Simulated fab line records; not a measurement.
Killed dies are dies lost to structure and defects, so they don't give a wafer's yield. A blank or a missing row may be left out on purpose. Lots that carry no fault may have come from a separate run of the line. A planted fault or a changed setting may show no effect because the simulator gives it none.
Struck lot and sound lot, side by side + flow berkeleyCmos170 + 14 out of 331 route steps
Sound: the wafers L517.2, L517.5, L517.6. Struck: wafers L511.1, L511.3, L511.5. The cause is named last.
Each step with rows lists, per side, the tool, then ch with its chambers, then its first start. Under that, the readings that differ: sound wafers + struck wafers + difference of the means + sigmas: that difference in standard deviations of wafers without a fault.
alike: same words and numbers on both sides, and readings whose means sit less than 2 such deviations apart. not compared: any withheld reading, any reading some wafer has no value for, any bound like >300 that may hide the same value, and any number with overlapping values for which the record gives no deviation.
A row with sigmas, a row that says differs or no value, or rows on one side alone: a step with any of these is where the two part. Numbers that have no deviation but don't overlap get no sigmas and don't part them. A reading missing from all wafers of one side parts the sides only when that side holds two or more wafers.

first, 2 steps without rows for these wafers: UCB170_SACOX_CLEAN_00 (cleans in dHF, time 7.5 s); UCB170_SACOX_OXIDATION_01 (target thk 14.4 nm, ox time 2400 s).
UCB170_SACOX_THK_MEAS_02:
  sound on filmMetro-02 at day 8 10:26; struck on filmMetro-01 at day 7 11:48
  alike: SACOX_OXIDE_THK
then, 2 steps without rows for these wafers: UCB170_SCREENOX_WET_ETCH_00 (etches SiO2 in dHF, time 200 s); UCB170_SCREENOX_OXIDATION_01 (target thk 14.4 nm, ox time 2400 s).
UCB170_SCREENOX_THK_MEAS_02:
  sound on filmMetro-03 at day 8 14:30; struck on filmMetro-03 at day 7 16:58
  alike: SCREENOX_OXIDE_THK
then, 6 steps without rows for these wafers: UCB170_SCREENOX_ANNEAL_03 (time 900 s); UCB170_NVT_HMDS_00 (prime time 60 s); UCB170_NVT_COAT_01 (resist thk 900 nm); UCB170_NVT_SOFTBAKE_02 (time 60 s); UCB170_NVT_EXPOSE_03 (exposes mask PWELL, target cd 3000 nm); UCB170_NVT_PEB_04.
UCB170_NVT_DEVELOP_05: develop time 45 s.
  sound on lithoTrack-01 ch 0, day 8 18:00; struck on lithoTrack-01, day 7 20:00
  no value came back on the struck wafers for chillPlateTempC (C), developTimeS (s); on the sound wafers chillPlateTempC (C) reads 23.04 23.04 23.04
| reading                             | sound             | struck            | difference | sigmas |
|-------------------------------------|-------------------|-------------------|------------|--------|
| model.KrF_of_NVT_COAT_01.thkNm (nm) | 888.1 891.1 887.9 | 900.1 897.1 898.7 | +9.6       |        |
UCB170_NVT_OVL_MEAS_06:
  sound on overlay-01 at day 8 18:50; struck on overlay-02 at day 7 20:32
| reading      | sound | struck | difference                    | sigmas |
|--------------|-------|--------|-------------------------------|--------|
| NVT_OVL (nm) | 7 5 7 | - - -  | no value on the struck wafers |        |

WHERE THEY PART
At UCB170_NVT_DEVELOP_05 first; at UCB170_NVT_OVL_MEAS_06 last (within this record only).

WHY: the cause the simulator had injected
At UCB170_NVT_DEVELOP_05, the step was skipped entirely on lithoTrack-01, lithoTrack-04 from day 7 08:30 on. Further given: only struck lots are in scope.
